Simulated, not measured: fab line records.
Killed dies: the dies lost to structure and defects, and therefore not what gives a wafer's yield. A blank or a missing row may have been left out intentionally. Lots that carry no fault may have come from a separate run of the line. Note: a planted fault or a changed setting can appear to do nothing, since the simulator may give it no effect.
Which tool was responsible? -- flow berkeleyCmos170 -- 14 lots, 42 wafers sampled, at 1 step of a route of 331

== WHAT THE GAUGES SHOWED, per wafer ==
Not one reading of a measure or inspect step in the record can be checked against a usual standard deviation.

== EACH LOT AND THE TOOL THAT RAN IT (in order: tool; ch and the chambers of the sampled wafers; start) ==
lot,UCB170_GATE_ETCH_14
L538,"rieDiel-01 ch 1,2,3, day 6 04:23"
L539,"rieDiel-01 ch 0,2,3, day 6 12:22"
L540,"rieDiel-01 ch 1,2,3, day 7 02:35"
L543,"rieDiel-01 ch 0,2,3, day 7 05:46"
L544,"rieDiel-02 ch 1,3, day 7 06:01"
L541,"rieDiel-01 ch 0,2,3, day 7 09:02"
L549,"rieDiel-02 ch 1,2, day 8 17:22"
L554,"rieDiel-02 ch 0,1,3, day 9 07:30"
L553,"rieDiel-04 ch 0,2,3, day 9 07:44"
L555,"rieDiel-04 ch 1,2, day 9 18:17"
L556,"rieDiel-04 ch 0,1,3, day 9 20:57"
L557,"rieDiel-04 ch 0,2,3, day 10 05:40"
L559,"rieDiel-04 ch 0,2, day 10 09:10"
L561,"rieDiel-01 ch 0,3, day 11 05:19"
- UCB170_GATE_ETCH_14: etches BARC in N2/H2.

== AS READ BY THE TOOLS THEMSELVES (means over the sampled wafers that have a number; for cases with no such wafer, the mark the record gives instead) ==
UCB170_GATE_ETCH_14. Usual: biasW 100.02 W, standard deviation 0.27; drypumpMotorCurrentA 5.9 A, standard deviation 0.59; oesProductAu 0.998 a.u., standard deviation 0.019; throttleValvePct 13.28 %, standard deviation 0.22.
lot,tool,biasW (W),drypumpMotorCurrentA (A),oesProductAu (a.u.),throttleValvePct (%),flag
L538,rieDiel-01,99.96,6.1,1.013,13.20,
L539,rieDiel-01,100.07,5.9,1.006,13.09,
L540,rieDiel-01,99.79,6.1,1.015,13.20,
L543,rieDiel-01,100.97,5.9,1.004,13.08,OFF
L544,rieDiel-02,99.86,6.0,1.004,13.24,
L541,rieDiel-01,101.15,5.9,0.998,13.10,OFF
L549,rieDiel-02,100.25,6.5,0.984,13.62,
L554,rieDiel-02,99.98,6.3,0.994,13.41,
L553,rieDiel-04,100.08,5.5,0.994,13.19,
L555,rieDiel-04,99.96,5.1,1.006,13.32,
L556,rieDiel-04,100.09,5.7,1.001,13.33,
L557,rieDiel-04,99.79,5.5,0.985,13.19,
L559,rieDiel-04,100.33,5.3,0.976,13.09,
L561,rieDiel-01,100.01,5.8,0.990,13.06,

== THE ANSWER, worked out from the rows above alone ==
Rule: a lot counts as off when the mean over its wafers that have a number is more than 3 standard deviations away from the usual mean. Also off: a lot with no number at a reading for which 4 or more lots have one. Any other lot the step has rows for is counted as sound. First the gauges in route order, then the tools' own readings, where a lot's mean is used as printed above. At the first step where some lot is off, the reading lying furthest off is the one used; lots without a number count as furthest.
Off at UCB170_GATE_ETCH_14 (biasW): L543, L541.
If a tool, at that step or one of the process steps before it, ran each lot that is off and ran no sound lot following the first of them, it fits. Not one of the candidates tried fits.

== WHAT HAD BEEN PUT IN BY THE SIMULATOR ==
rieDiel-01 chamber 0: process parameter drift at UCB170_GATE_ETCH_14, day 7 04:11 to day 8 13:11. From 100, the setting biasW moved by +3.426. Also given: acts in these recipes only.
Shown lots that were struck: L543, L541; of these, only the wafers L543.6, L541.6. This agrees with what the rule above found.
